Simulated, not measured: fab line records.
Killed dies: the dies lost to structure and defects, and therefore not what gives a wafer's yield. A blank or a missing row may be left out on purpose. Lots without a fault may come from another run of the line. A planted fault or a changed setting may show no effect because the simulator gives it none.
fab line records	flow rit_cmos
record lots=14	wafers=42	last_day=7
route steps=202 shown ACTIVE@4 M1@202
lots that met no fault: from a run of the same line without faults
start_h: hours from the record's first day to the start of the lot's first wafer shown	wait_h: how many hours have passed since the lot's step before this one	" unchanged from the row above	L1.1+2: one row covering several wafers at once	- no value, or no start was given	* or withheld: withheld	< > ~ a bound
route shown NAME@n: NAME is a module with steps in the file, n the number in the route of the first one	usual: average and standard deviation across the fault-free wafers	same: alike in all rows	chamber/n: place in a boat	sites: the reading at each site	_std_site: standard deviation of those values	_edge_site: mean of outer sites minus mean of inner sites	radius_mm: for every site, how far away it sits from the centre of the wafer	mask NAME#n: copy n	behind: the most recent tool/chamber to have shaped the wafer	hold: why the lot went on hold/how many hours it stayed there/how the hold came to an end	device: which transistor (n, p or np) failed to switch	end of line: tests of these same wafers at the route's end	step lacking rows: just its recipe	killed: at the first sort, the dies lost to defects and structure; wafer yield is something else	map: the dies of a wafer, with x for killed, . for not killed, _ for no die there
set.NAME: the run value of the setting; set.NAME@STEP: its run value at that earlier step	model.NAME: the simulator's own value behind a step, which no gauge read
a sample of lots followed through the steps of the route, with each step as a table and each wafer as a row
services: the hour from which a tool's chamber was out of use, counted from the record's first day as start_h (under 0 if before that day), plus the number of hours and why
## steps
# step RIT_ACTIVE_CVD_03
# recipe material=Si3N4	target_thk_nm=150	temp_c=810	precursor=SiH2Cl2/NH3	time_s=1500	pressure_mtorr=300	sih2cl2_flow_sccm=60	nh3_flow_sccm=150
# usual nh3_flow_sccm=149.9/0.38	pressure_mtorr=300.0/0.56	zone_power_centre_pct=36.1/2.7
lot.wafer	tool	chamber	start_h	wait_h	nh3_flow_sccm	pressure_mtorr	zone_power_centre_pct
L957.2	lpcvd-01	1	23.78	1.7	150.2	300.1	34.3
L957.3	"	1	"	"	150.3	300.2	34.1
L957.4	"	1	"	"	150.1	299.5	33.8
L958.1	lpcvd-02	1	27.11	0.1	149.9	299.3	40.8
L958.3	"	1	"	"	149.1	300.1	41.7
L958.4	"	1	"	"	149.1	299.8	41.7
L960.2	lpcvd-01	0	37.11	0.0	150.0	300.1	36.7
L960.3	"	0	"	"	149.8	300.3	36.8
L960.4	"	0	"	"	149.8	299.5	36.7
L961.3	lpcvd-01	1	42.11	0.0	149.8	299.8	34.2
L961.5	"	1	"	"	150.3	299.6	33.1
L961.6	"	1	"	"	149.8	299.7	34.4
L962.1	lpcvd-01	1	47.52	0.1	149.5	299.7	33.8
L962.5	"	1	"	"	149.7	300.5	33.7
L962.6	"	1	"	"	149.3	300.0	34.1
L963.1	lpcvd-01	0	52.11	0.1	150.1	298.9	37.0
L963.2	"	0	"	"	150.3	299.3	36.8
L963.6	"	0	"	"	150.1	300.1	37.1
L966.1	lpcvd-01	1	67.56	0.1	149.6	299.8	34.3
L966.2	"	1	"	"	149.4	299.2	34.5
L966.4	"	1	"	"	150.7	299.8	33.1
L968.2	lpcvd-01	1	77.11	0.0	149.8	300.4	33.8
L968.4	"	1	"	"	149.9	300.0	34.7
L968.5	"	1	"	"	149.7	300.1	34.2
L970.1	lpcvd-01	1	87.11	0.1	149.0	301.0	34.1
L970.4	"	1	"	"	150.0	300.7	34.0
L970.6	"	1	"	"	150.0	301.1	34.0
L971.1	lpcvd-02	0	92.11	0.1	-	-	-
L971.3	"	0	"	"	-	-	-
L971.6	"	0	"	"	-	-	-
L972.1	lpcvd-01	0	97.11	0.1	-	-	-
L972.2	"	0	"	"	-	-	-
L972.6	"	0	"	"	-	-	-
L974.1	lpcvd-01	1	108.37	0.1	149.5	300.4	34.2
L974.2	"	1	"	"	149.4	300.6	34.6
L974.4	"	1	"	"	149.8	300.9	34.2
L977.2	lpcvd-01	0	122.11	0.0	149.7	299.3	37.0
L977.4	"	0	"	"	149.8	301.1	37.0
L977.5	"	0	"	"	150.7	300.1	36.7
L978.2	lpcvd-02	0	127.11	0.0	150.2	300.2	34.8
L978.4	"	0	"	"	150.1	300.3	34.6
L978.6	"	0	"	"	150.4	300.1	34.0
# step RIT_ACTIVE_CD_MEAS_90
# recipe target_cd_nm=1400
# usual cd_nm=1398.8/2.1
lot.wafer	tool	chamber	start_h	wait_h	cd_nm
L957.2	cd_sem-01	-	27.42	0.1	1399.2
L957.3	"	-	"	"	1399.1
L957.4	"	-	"	"	1399.5
L958.1	cd_sem-01	-	30.20	0.1	1401.0
L958.3	"	-	"	"	1401.4
L958.4	"	-	"	"	1400.6
L960.2	cd_sem-02	-	40.16	0.1	1398.6
L960.3	"	-	"	"	1398.3
L960.4	"	-	"	"	1399.0
L961.3	cd_sem-02	-	45.06	0.1	1398.5
L961.5	"	-	"	"	1398.5
L961.6	"	-	"	"	1395.7
L962.1	cd_sem-01	-	50.60	0.1	1398.2
L962.5	"	-	"	"	1395.8
L962.6	"	-	"	"	1398.8
L963.1	cd_sem-01	-	55.15	0.1	1400.1
L963.2	"	-	"	"	1400.0
L963.6	"	-	"	"	1399.2
L966.1	cd_sem-01	-	70.79	0.1	1399.5
L966.2	"	-	"	"	1399.5
L966.4	"	-	"	"	1400.3
L968.2	cd_sem-01	-	80.16	0.1	1400.7
L968.4	"	-	"	"	1399.4
L968.5	"	-	"	"	1397.5
L970.1	cd_sem-02	-	90.14	0.1	1397.8
L970.4	"	-	"	"	1396.6
L970.6	"	-	"	"	1397.8
L971.1	cd_sem-01	-	95.12	0.1	-
L971.3	"	-	"	"	-
L971.6	"	-	"	"	-
L972.1	cd_sem-02	-	100.14	0.1	-
L972.2	"	-	"	"	-
L972.6	"	-	"	"	-
L974.1	cd_sem-02	-	111.55	0.1	1400.5
L974.2	"	-	"	"	1402.8
L974.4	"	-	"	"	1399.2
L977.2	cd_sem-02	-	125.16	0.1	1400.2
L977.4	"	-	"	"	1400.8
L977.5	"	-	"	"	1398.7
L978.2	cd_sem-01	-	130.15	0.1	1398.3
L978.4	"	-	"	"	1396.2
L978.6	"	-	"	"	1397.4
# step RIT_M1_PROBE_99
# usual killed_at_M0_to_M3=0.0/0.083	killed_at_contacts=0.0/0.18	killed_at_front_end=6/3.1	killed_dies=6/3.1	killed_on_rim=1.7/1.5	killed_open=3.4/1.9	killed_short=3.1/2
# same gross_dies=264	killed_at_M4_up=0	killed_at_back_side=0	killed_at_other=0
lot.wafer	tool	chamber	start_h	wait_h	killed_at_M0_to_M3	killed_at_contacts	killed_at_front_end	killed_dies	killed_on_rim	killed_open	killed_short
L957.2	prober-02	-	70.20	0.1	0	0	3	3	0	2	1
L957.3	prober-02	-	70.25	0.2	0	0	2	2	0	0	2
L957.4	prober-02	-	70.30	0.2	0	0	9	9	4	5	4
L958.1	prober-02	-	72.68	0.1	0	0	5	5	0	5	0
L958.3	prober-02	-	72.78	0.2	0	0	10	10	4	6	4
L958.4	prober-02	-	72.83	0.2	0	0	8	8	2	5	3
L960.2	prober-02	-	81.96	0.1	0	0	10	10	2	6	4
L960.3	prober-02	-	82.01	0.2	0	0	4	4	0	2	2
L960.4	prober-02	-	82.06	0.2	0	0	3	3	1	0	3
L961.3	prober-01	-	87.01	0.2	0	0	4	4	1	3	1
L961.5	prober-01	-	87.11	0.2	0	0	6	6	2	2	4
L961.6	prober-01	-	87.16	0.2	0	0	8	8	1	3	5
L962.1	prober-02	-	91.88	0.1	0	0	5	5	0	3	2
L962.5	prober-02	-	92.08	0.2	0	0	8	8	3	4	4
L962.6	prober-02	-	92.13	0.2	0	0	6	6	3	2	4
L963.1	prober-01	-	98.54	0.1	0	0	14	14	3	8	6
L963.2	prober-01	-	98.59	0.1	0	0	7	7	0	3	4
L963.6	prober-01	-	98.79	0.2	0	0	4	4	0	1	3
L966.1	prober-02	-	114.75	0.1	0	0	3	3	1	2	1
L966.2	prober-02	-	114.80	0.1	0	0	10	10	2	4	6
L966.4	prober-02	-	114.90	0.2	0	0	7	7	0	4	3
L968.2	prober-02	-	124.69	0.1	0	0	11	11	3	5	6
L968.4	prober-02	-	124.79	0.2	0	0	6	6	2	4	2
L968.5	prober-02	-	124.84	0.2	0	0	5	5	2	3	2
L970.1	prober-02	-	131.90	0.1	0	1	5	6	2	4	2
L970.4	prober-02	-	132.05	0.2	0	0	5	5	4	3	2
L970.6	prober-02	-	132.15	0.2	0	0	5	5	0	2	3
L971.1	prober-01	-	138.33	0.1	1	0	263	264	70	2	0
L971.3	prober-01	-	138.43	0.2	0	0	264	264	70	0	0
L971.6	prober-01	-	138.58	0.2	0	0	264	264	70	3	1
L972.1	prober-02	-	143.63	0.1	0	0	264	264	70	0	0
L972.2	prober-02	-	143.68	0.1	1	1	262	264	70	1	1
L972.6	prober-02	-	143.88	0.2	0	0	264	264	70	0	1
L974.1	prober-02	-	153.19	0.1	0	0	3	3	0	2	1
L974.2	prober-02	-	153.24	0.1	0	0	3	3	0	2	1
L974.4	prober-02	-	153.34	0.2	0	0	6	6	1	3	3
L977.2	prober-01	-	168.54	0.1	0	0	8	8	1	6	2
L977.4	prober-01	-	168.64	0.2	0	0	7	7	3	3	4
L977.5	prober-01	-	168.69	0.2	0	0	4	4	0	2	2
L978.2	prober-02	-	172.68	0.1	0	0	0	0	0	0	0
L978.4	prober-02	-	172.78	0.2	0	0	3	3	1	1	2
L978.6	prober-02	-	172.88	0.2	0	0	4	4	1	2	2
# killed by level:class
L957.2 GATE:geometric_particle:open=1 REOX:geometric_particle:short=1 SILICIDE:geometric_particle:open=1
L957.3 GATE:geometric_particle:short=1 REOX:geometric_particle:short=1
L957.4 FOX2:geometric_particle:open=3 GATE:geometric_particle:short=1 REOX:geometric_particle:open=1 REOX:geometric_particle:short=1 SPACER:geometric_particle:short=1 SILICIDE:geometric_particle:open=1 SILICIDE:geometric_particle:short=1
L958.1 GATE:geometric_particle:open=3 SPACER:geometric_particle:open=1 SILICIDE:geometric_particle:open=1
L958.3 GATE:geometric_particle:open=5 FOX1:geometric_particle:short=1 FOX2:geometric_particle:short=1 GATE:geometric_particle:short=1 REOX:geometric_particle:short=1 SILICIDE:geometric_particle:open=1
L958.4 GATE:geometric_particle:open=2 FOX1:geometric_particle:open=1 GATE:geometric_particle:short=1 SPACER:geometric_particle:open=1 SPACER:geometric_particle:short=1 SILICIDE:geometric_particle:short=1 SILICIDE:geometric_particle:open=1
L960.2 GATE:geometric_particle:open=4 GATE:geometric_particle:short=3 FOX1:geometric_particle:open=1 FOX2:geometric_particle:short=1 REOX:geometric_particle:open=1
L960.3 GATE:geometric_particle:short=2 FOX1:geometric_particle:open=1 GATE:geometric_particle:open=1
L960.4 GATE:geometric_particle:short=3
L961.3 GATE:geometric_particle:open=2 FOX1:geometric_particle:short=1 SILICIDE:geometric_particle:open=1
L961.5 FOX1:geometric_particle:short=3 SPACER:geometric_particle:open=2 GATE:geometric_particle:short=1
L961.6 GATE:geometric_particle:short=3 GATE:geometric_particle:open=2 FOX1:geometric_particle:short=1 FOX1:geometric_particle:open=1 SILICIDE:geometric_particle:short=1
L962.1 GATE:geometric_particle:open=2 FOX2:geometric_particle:short=1 GATE:geometric_particle:short=1 REOX:geometric_particle:open=1
L962.5 GATE:geometric_particle:short=3 GATE:geometric_particle:open=2 REOX:geometric_particle:open=2 REOX:geometric_particle:short=1
L962.6 FOX1:geometric_particle:open=1 GATE:geometric_particle:short=1 REOX:geometric_particle:short=1 REOX:geometric_particle:open=1 SPACER:geometric_particle:short=1 SILICIDE:geometric_particle:short=1
L963.1 GATE:geometric_particle:open=4 REOX:geometric_particle:short=3 FOX1:geometric_particle:short=2 REOX:geometric_particle:open=2 ACTIVE:geometric_particle:open=1 SILICIDE:geometric_particle:open=1 SILICIDE:geometric_particle:short=1
L963.2 FOX2:geometric_particle:short=2 FOX1:geometric_particle:short=1 FOX1:geometric_particle:open=1 GATE:geometric_particle:open=1 SPACER:geometric_particle:open=1 SPACER:geometric_particle:short=1
L963.6 GATE:geometric_particle:short=2 GATE:geometric_particle:open=1 SPACER:geometric_particle:short=1
L966.1 FOX1:geometric_particle:open=1 FOX2:geometric_particle:open=1 SPACER:geometric_particle:short=1
L966.2 FOX1:geometric_particle:short=2 GATE:geometric_particle:open=2 SPACER:geometric_particle:short=2 GATE:geometric_particle:short=1 REOX:geometric_particle:open=1 REOX:geometric_particle:short=1 SILICIDE:geometric_particle:open=1
L966.4 SILICIDE:geometric_particle:open=3 GATE:geometric_particle:short=2 REOX:geometric_particle:open=1 SPACER:geometric_particle:short=1
L968.2 GATE:geometric_particle:short=3 GATE:geometric_particle:open=2 SILICIDE:geometric_particle:open=2 FOX2:geometric_particle:open=1 FOX2:geometric_particle:short=1 SPACER:geometric_particle:short=1 SILICIDE:geometric_particle:short=1
L968.4 GATE:geometric_particle:open=3 GATE:geometric_particle:short=2 FOX2:geometric_particle:open=1
L968.5 GATE:geometric_particle:open=2 FOX2:geometric_particle:short=1 REOX:geometric_particle:open=1 SPACER:geometric_particle:short=1
L970.1 FOX1:geometric_particle:short=2 GATE:geometric_particle:open=2 REOX:geometric_particle:open=1 CONTACT:geometric_particle:open=1
L970.4 SPACER:geometric_particle:open=2 FOX2:geometric_particle:short=1 GATE:geometric_particle:open=1 SPACER:geometric_particle:short=1
L970.6 FOX1:geometric_particle:short=1 FOX1:geometric_particle:open=1 FOX2:geometric_particle:short=1 GATE:geometric_particle:short=1 SPACER:geometric_particle:open=1
L971.1 ACTIVE:lost_pattern=260 GATE:geometric_particle:open=1 SILICIDE:geometric_particle:open=1 NSD:area_expose=1 M1:area_expose=1
L971.3 ACTIVE:lost_pattern=261 PLDD:area_expose=1 PWELL:area_expose=1 NRETRO:area_expose=1
L971.6 ACTIVE:lost_pattern=260 SPACER:geometric_particle:open=2 GATE:geometric_particle:open=1 REOX:geometric_particle:short=1
L972.1 ACTIVE:lost_pattern=264
L972.2 ACTIVE:lost_pattern=259 FOX1:geometric_particle:short=1 FOX1:geometric_particle:open=1 CONTACT:area_expose=1 NSD:area_expose=1 M1:area_expose=1
L972.6 ACTIVE:lost_pattern=260 REOX:geometric_particle:short=1 NWELL:area_expose=1 ACTIVE:area_etch=1 PLDD:area_expose=1
L974.1 FOX2:geometric_particle:short=1 SPACER:geometric_particle:open=1 SILICIDE:geometric_particle:open=1
L974.2 GATE:geometric_particle:open=2 SILICIDE:geometric_particle:short=1
L974.4 SILICIDE:geometric_particle:open=3 SPACER:geometric_particle:short=2 FOX2:geometric_particle:short=1
L977.2 GATE:geometric_particle:open=3 SPACER:geometric_particle:open=2 FOX1:geometric_particle:open=1 GATE:geometric_particle:short=1 SILICIDE:geometric_particle:short=1
L977.4 GATE:geometric_particle:open=2 FOX1:geometric_particle:short=1 GATE:geometric_particle:short=1 REOX:geometric_particle:short=1 SILICIDE:geometric_particle:open=1 SILICIDE:geometric_particle:short=1
L977.5 GATE:geometric_particle:short=2 GATE:geometric_particle:open=2
L978.4 GATE:geometric_particle:short=2 REOX:geometric_particle:open=1
L978.6 GATE:geometric_particle:short=1 GATE:geometric_particle:open=1 REOX:geometric_particle:open=1 REOX:geometric_particle:short=1
## services
tool	chamber	start_h	hours	kind
lpcvd-02	-	16.76	6.0	pm
## key
first_sign step=RIT_ACTIVE_CVD_03	reading=tool_record	direction=missing
effect step=RIT_ACTIVE_CD_MEAS_90	reading=cd_nm	direction=missing
effect step=RIT_M1_PROBE_99	reading=killed_dies	direction=up	sigmas=82	usual=6	struck=264
met_at RIT_ACTIVE_CVD_03
struck_lots L971,L972
later_rows_left_out L971.1,L971.3,L971.6,L972.1,L972.2,L972.6
tester_left_out L971,L972
onset_between 87.11 92.11
fault kind=skipped_step_whole	tool=lpcvd-01,lpcvd-02	chamber=-	onset_h=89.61	steps=RIT_ACTIVE_CVD_03	scope=struck_lots_only
# tester_left_out: of these lots the tester's yield and bins aren't shown, on N5 and GAA mostly nor the transistor test; their killed dies are dies lost to structure and defects alone, not to doping, threshold or leakage, so they don't give the yield
# later_rows_left_out: the simulator's readings of these wafers behind a module that went badly wrong aren't trusted and aren't shown, but for the sort
